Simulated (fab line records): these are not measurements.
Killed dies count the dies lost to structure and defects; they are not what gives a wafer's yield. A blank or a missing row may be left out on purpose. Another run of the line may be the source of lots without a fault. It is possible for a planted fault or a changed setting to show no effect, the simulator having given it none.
Comparing a struck lot with a sound one | flow rit cmos | 44 out of 202 route steps
Sound: these wafers, L126.1, L126.2, L126.3. The struck wafers were L136.2, L136.4, L136.6. The cause is given at the end.
Each step with rows lists, per side, the tool, then ch with its chambers, then its first start. Under that, the readings that differ: sound wafers | struck wafers | difference of the means | sigmas: that difference in standard deviations of wafers without a fault.
alike: words and numbers the same on both sides, and readings whose means are apart by under 2 such deviations; not compared: readings that were withheld, readings missing a value for some wafer, numbers with overlapping values and no deviation given by the record, and bounds like >300 which may hide the same value.
The two part at a step that has a row with sigmas, a row that says differs or no value, or rows on one side only. Numbers that don't overlap but have no deviation are shown without sigmas and don't part them. A reading missing from all wafers of one side parts the sides only when that side holds two or more wafers.

first, 3 steps without rows for these wafers: RIT_REOX_CLEAN_01 (cleans in dHF, time 30 s); RIT_REOX_CLEAN_02 (cleans in SC2, time 600 s); RIT_REOX_OXIDATION_03 (target thk 25.2 nm, ox time 5580 s).
RIT_REOX_THK_MEAS_04:
  sound on film metro-02 at day 4 14:16; struck on film metro-04 at day 6 16:50
  alike: REOX_OXIDE_THK
then, 6 steps without rows for these wafers: RIT_NLDD_HMDS_00 (prime time 60 s); RIT_NLDD_COAT_01 (resist thk 1000 nm); RIT_NLDD_SOFTBAKE_02 (time 60 s); RIT_NLDD_EXPOSE_03 (exposes mask M7, target cd 40700 nm); RIT_NLDD_PEB_04; RIT_NLDD_DEVELOP_05 (develop time 50 s).
RIT_NLDD_OVL_MEAS_06:
  sound on overlay-02 at day 4 16:54; struck on overlay-02 at day 6 17:52
  alike: NLDD_OVL
then, 1 step without rows for these wafers: RIT_NLDD_HARDBAKE_07 (time 60 s).
RIT_NLDD_IMPLANT_08:
  sound on implanter-02 ch 0, day 4 17:05; struck on implanter-03 ch 0, day 6 18:05
  reading            | sound                         | struck                        | difference | sigmas
  dose ions cm2      | 5.007e+14 5.004e+14 5.005e+14 | 6.498e+14 6.498e+14 6.495e+14 | +1.492e+14 | +99 or more
  faraday current uA | 1607 1568 1566                | 2102 2040 2049                | +483       | +16
RIT_NLDD_STRIP_09: strips in O2, time 180 s.
  sound on plasma asher-03 ch 0,1, day 4 17:14; struck on plasma asher-03 ch 0, day 6 18:12
  alike: drypump motor current A
  not compared: rf hours counter h
RIT_NLDD_TW_MEAS_10:
  sound on film metro-02 at day 4 17:25; struck on film metro-03 at day 6 18:23
  reading | sound          | struck         | difference | sigmas
  NLDD_TW | 2515 2520 2505 | 2653 2675 2670 | +153       | +12
then, 6 steps without rows for these wafers: RIT_PLDD_HMDS_00 (prime time 60 s); RIT_PLDD_COAT_01 (resist thk 1000 nm); RIT_PLDD_SOFTBAKE_02 (time 60 s); RIT_PLDD_EXPOSE_03 (exposes mask M8, target cd 40900 nm); RIT_PLDD_PEB_04; RIT_PLDD_DEVELOP_05 (develop time 50 s).
RIT_PLDD_OVL_MEAS_06:
  sound on overlay-01 at day 4 18:27; struck on overlay-02 at day 6 19:25
  alike: PLDD_OVL
then, 2 steps without rows for these wafers: RIT_PLDD_HARDBAKE_07 (time 60 s); RIT_PLDD_IMPLANT_08.
RIT_PLDD_STRIP_09: strips in O2, time 180 s.
  sound on plasma asher-01 ch 0,1, day 4 18:47; struck on plasma asher-03 ch 0,1, day 6 19:45
  alike: drypump motor current A
  not compared: rf hours counter h
RIT_PLDD_TW_MEAS_10:
  sound on film metro-01 at day 4 18:58; struck on film metro-01 at day 6 19:56
  alike: PLDD_TW
then, 4 steps without rows for these wafers: RIT_SPACER_CLEAN_00 (cleans in SC1, time 600 s); RIT_SPACER_CLEAN_01 (cleans in dHF, time 30 s); RIT_SPACER_CLEAN_02 (cleans in SC2, time 600 s); RIT_SPACER_CVD_03 (deposits Si3N4 from SiH2Cl2/NH3, target thk 250 nm, time 3300 s).
RIT_SPACER_THK_MEAS_04:
  sound on film metro-02 at day 4 21:19; struck on film metro-04 at day 6 22:19
  alike: SPACER_NITRIDE_THK
RIT_SPACER_ETCHBACK_05: etches Si3N4 in SF6/CHF3, stops on SiO2, target depth 250 nm, time 240 s.
  sound on rie diel-04 ch 0,1,2, day 4 21:23; struck on rie diel-03 ch 0,2,3, day 6 22:22
  alike: drypump motor current A, oes product au, throttle valve pct
  not compared: rf hours counter h
then, 6 steps without rows for these wafers: RIT_NSD_HMDS_00 (prime time 60 s); RIT_NSD_COAT_01 (resist thk 1000 nm); RIT_NSD_SOFTBAKE_02 (time 60 s); RIT_NSD_EXPOSE_03 (exposes mask M9, target cd 40700 nm); RIT_NSD_PEB_04; RIT_NSD_DEVELOP_05 (develop time 50 s).
RIT_NSD_OVL_MEAS_06:
  sound on overlay-01 at day 4 22:31; struck on overlay-02 at day 6 23:29
  alike: NSD_OVL
then, 2 steps without rows for these wafers: RIT_NSD_HARDBAKE_07 (time 60 s); RIT_NSD_IMPLANT_08.
RIT_NSD_STRIP_09: strips in O2, time 180 s.
  sound on plasma asher-04 ch 0,1, day 4 22:50; struck on plasma asher-04 ch 0,1, day 6 23:49
  alike: drypump motor current A
  not compared: rf hours counter h
RIT_SDANNEAL_RS_MEAS_07: a four-point-probe measurement.
  sound on film metro-02 at day 5 01:19; struck on film metro-03 at day 7 02:25
  reading          | sound             | struck            | difference | sigmas
  NLDD_RS (ohm/sq) | 151.6 150.8 151.9 | 122.9 122.4 122.5 | -28.8      | -61
RIT_M1_PROBE_99:
  sound on prober-01 at day 5 08:11; struck on prober-01 at day 7 10:23
  reading                                    | sound               | struck              | difference | sigmas
  killed_at_M0_to_M3                         | 0 0 0               | 1 0 1               | +1         | +3
  model.etest.nmos_0p3.r on ohm um           | 2211 2182 2183      | 2080 2070 2080      | -115       |
  model.etest.nmos_0p15.r on ohm um          | 1177 1141 1146      | 1005 992.1 996.8    | -157       |
  model.etest.nldd.rs ohm sq                 | 370 369.1 372.3     | 281.9 280.2 283.5   | -88.6      |
  model.etest.nmos turned.drive ua um        | 317.9 321.8 320.3   | 388.4 402.9 394.1   | +75.1      |
  model.etest.nmos_0p15.drive ua um          | 449.9 450.8 453     | 501.2 529.6 504.1   | +60.4      |
  model.etest.nldd.line ohm um               | 117.3 117.4 117.8   | 88.47 88.03 89.8    | -28.73     |
  model.etest.retro edge nmos.off log10 a um | -10.46 -10.4 -10.21 | -8.902 -8.406 -9.18 | +1.527     |
  model.etest.nmos_0p15.off log10 a um       | -10.55 -10.56 -10.4 | -9.146 -8.559 -9.35 | +1.485     |
  alike: killed at contacts, killed at front end, killed dies, killed open, killed short

WHERE THEY PART
First at RIT_NLDD_IMPLANT_08; last, within this record, at RIT_M1_PROBE_99.

WHY: whatever the simulator had introduced
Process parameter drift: implanter-03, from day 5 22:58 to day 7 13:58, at RIT_NLDD_IMPLANT_08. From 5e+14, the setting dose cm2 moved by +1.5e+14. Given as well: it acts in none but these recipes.
